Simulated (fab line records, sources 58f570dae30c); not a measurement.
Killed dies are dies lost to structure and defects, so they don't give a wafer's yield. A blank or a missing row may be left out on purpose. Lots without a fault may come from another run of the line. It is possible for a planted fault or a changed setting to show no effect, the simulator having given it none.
Split-lot experiment + flow berkeley_cmos170 + 5 lots, 23 wafers read, on a route of 331 steps

ON THE SPLIT
At UCB170_PWELL_CVD_05 (deposits Si3N4 from SiH2Cl2/NH3, target thk 220 nm, time 3300 s), the setting time_s was moved away from the recipe's 3300 s on 15 of the 23 wafers read, by -10.2% to +5.6%. This setting was run at the recipe's value on the other wafers.

There is no step in the file separating the split from the reading.

THE READING
PWELL_NITRIDE_THK (nm), taken at UCB170_PWELL_THK_MEAS_06. On this fab line, fault-free wafers typically give 219.0 nm with a standard deviation of 1.9 nm.

| wafer  | tool, chamber at the split | time_s as run, s | against the recipe | PWELL_NITRIDE_THK, nm | against lot-mates on the recipe |
|--------|----------------------------|------------------|--------------------|-----------------------|---------------------------------|
| L076.1 | -, -                       | 3300             | recipe             | 220.0                 | -                               |
| L076.2 | -, -                       | 3300             | recipe             | 221.1                 | -                               |
| L076.4 | -, -                       | 3300             | recipe             | 221.8                 | -                               |
| L076.5 | -, -                       | 3300             | recipe             | 222.3                 | -                               |
| L076.6 | -, -                       | 3300             | recipe             | 222.0                 | -                               |
| L077.2 | -, -                       | 3484             | +5.6%              | 230.5                 | no lot-mate on the recipe       |
| L077.3 | -, -                       | 3484             | +5.6%              | 230.3                 | no lot-mate on the recipe       |
| L077.4 | -, -                       | 3484             | +5.6%              | 230.0                 | no lot-mate on the recipe       |
| L077.5 | -, -                       | 3484             | +5.6%              | 229.6                 | no lot-mate on the recipe       |
| L077.6 | -, -                       | 3484             | +5.6%              | 229.0                 | no lot-mate on the recipe       |
| L079.1 | -, -                       | 2963             | -10.2%             | 198.0                 | no lot-mate on the recipe       |
| L079.3 | -, -                       | 2963             | -10.2%             | 196.8                 | no lot-mate on the recipe       |
| L079.4 | -, -                       | 2963             | -10.2%             | 197.5                 | no lot-mate on the recipe       |
| L079.5 | -, -                       | 2963             | -10.2%             | 198.5                 | no lot-mate on the recipe       |
| L079.6 | -, -                       | 2963             | -10.2%             | 198.3                 | no lot-mate on the recipe       |
| L082.1 | -, -                       | 3074             | -6.8%              | 203.2                 | no lot-mate on the recipe       |
| L082.2 | -, -                       | 3074             | -6.8%              | 200.8                 | no lot-mate on the recipe       |
| L082.4 | -, -                       | 3074             | -6.8%              | 201.8                 | no lot-mate on the recipe       |
| L082.5 | -, -                       | 3074             | -6.8%              | 200.1                 | no lot-mate on the recipe       |
| L082.6 | -, -                       | 3074             | -6.8%              | 200.9                 | no lot-mate on the recipe       |
| L083.1 | lpcvd-02, 1                | 3300             | recipe             | 218.8                 | -                               |
| L083.2 | lpcvd-02, 1                | 3300             | recipe             | 219.3                 | -                               |
| L083.4 | lpcvd-02, 1                | 3300             | recipe             | 218.2                 | -                               |

THE FIT
A straight line over all 23 wafers: PWELL_NITRIDE_THK changes by +2.17 nm for each +1% of time_s; r = +0.99; the points scatter about the line by 2.1 nm.
Too few moved wafers have a lot-mate on the recipe to fit a line with each lot's own level taken away.

THE WHOLE CHAIN: every reading that the file lists as answering this split, in the file's order
| step                     | what it does                                                               | reading                                                                       | change (the file's fit)              | r (the file's) |
|--------------------------|----------------------------------------------------------------------------|-------------------------------------------------------------------------------|--------------------------------------|----------------|
| UCB170_PWELL_CVD_05      | deposits Si3N4 from SiH2Cl2/NH3, target thk 220 nm, time 3300 s            | Si3N4_of_PWELL_CVD_05.thk_nm (the simulator's own value, which no gauge read) | +2.17 nm for each +1% of the setting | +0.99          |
| UCB170_PWELL_THK_MEAS_06 |                                                                            | PWELL_NITRIDE_THK                                                             | +2.17 for each +1% of the setting    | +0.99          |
| UCB170_PWELL_ETCH_14     | etches Si3N4 in CH3F/Ar/O2, stops on SiO2, target depth 242 nm, time 151 s | etch.depth_nm (the simulator's own value, which no gauge read)                | +2.19 nm for each +1% of the setting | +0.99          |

THE FILE'S OWN FIT
PWELL_NITRIDE_THK changes by +2.17 nm for each +1% of time_s, r = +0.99.
